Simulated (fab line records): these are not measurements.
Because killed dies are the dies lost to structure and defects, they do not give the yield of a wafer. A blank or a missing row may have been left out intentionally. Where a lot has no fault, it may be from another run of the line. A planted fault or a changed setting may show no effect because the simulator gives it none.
A single fault, viewed from 2 desks ; flow berkeleyCmos170 ; each desk holds nothing but its own numbers, with what lay behind them at the end

== TOOL OWNER'S DESK, lithoTrack-02 ==
The tool's own readings at UCB170_M2_PEB_13, given as means over the sampled wafers that have a number, one for each lot that went through this tool. If a lot's mean is further than 4 standard deviations from the usual mean, the lot is out of limits and carries the mark OUT (the distance appears in the brackets).
Columns: A = chillPlateTempC at UCB170_M2_PEB_13, usual 23.01 C; B = exhaustPa at UCB170_M2_PEB_13, usual 45.0 Pa; C = plateTempC at UCB170_M2_PEB_13, usual 130.02 C; D = resistLineTempC at UCB170_M2_PEB_13, usual 23.00 C
lot;first seen here;A;B;C;D
L848;day 7 08:08;22.99;45.4;130.15;23.05
L849;day 7 20:43;22.86;45.6;130.18;23.05
L852;day 8 07:49;22.97;45.6;130.01;23.12
L853;day 8 08:04;22.99;44.8;130.02;23.05
L854;day 8 17:28;22.97;44.5;130.11;22.86
L856;day 9 01:26;23.16;45.6;129.88;23.03
L857;day 9 05:01;23.06;44.3;130.20;23.07
L869;day 11 21:07;23.20;44.6;130.01;22.83
Finding of this desk: none of the 8 lots has anything out of limits.

== AT THE METROLOGY DESK ==
Lot by lot, what the gauges showed, no matter which tool ran the lot: averages of those sampled wafers that carry a number. If a lot's mean is further than 4 standard deviations from the usual mean, the lot is out of limits and carries the mark OUT (the distance appears in the brackets).
Columns: A = cdNm at UCB170_NSD_CD_MEAS_06, usual 1199.5 nm; B = cdNm at UCB170_M2_CD_MEAS_15, usual 700.2 nm
lot;first seen here;A;B
L848;day 6 11:22;1198.9;700.5
L849;day 7 01:16;1198.8;700.8
L853;day 7 07:58;1198.6;699.0
L852;day 7 08:06;1199.7;701.5
L854;day 7 21:33;1198.6;697.9
L856;day 8 04:42;1198.8;697.7
L858;day 8 07:16;1199.0;698.7
L857;day 8 07:32;1200.2;697.4
L864;day 10 00:34;1201.1;-
L867;day 10 00:50;1197.3;-
L868;day 11 00:54;1198.2;701.0
L870;day 11 01:08;1199.1;700.9
L869;day 11 01:38;1198.6;702.5
L871;day 11 12:35;1200.1;700.3
Finding of this desk: none of the 14 lots has anything out of limits.

== ALL TOGETHER ==
The tool owner's desk saw nothing out of limits.
Nothing out of limits was seen by the metrology desk.

== WHAT THE SIMULATOR HAD PUT IN ==
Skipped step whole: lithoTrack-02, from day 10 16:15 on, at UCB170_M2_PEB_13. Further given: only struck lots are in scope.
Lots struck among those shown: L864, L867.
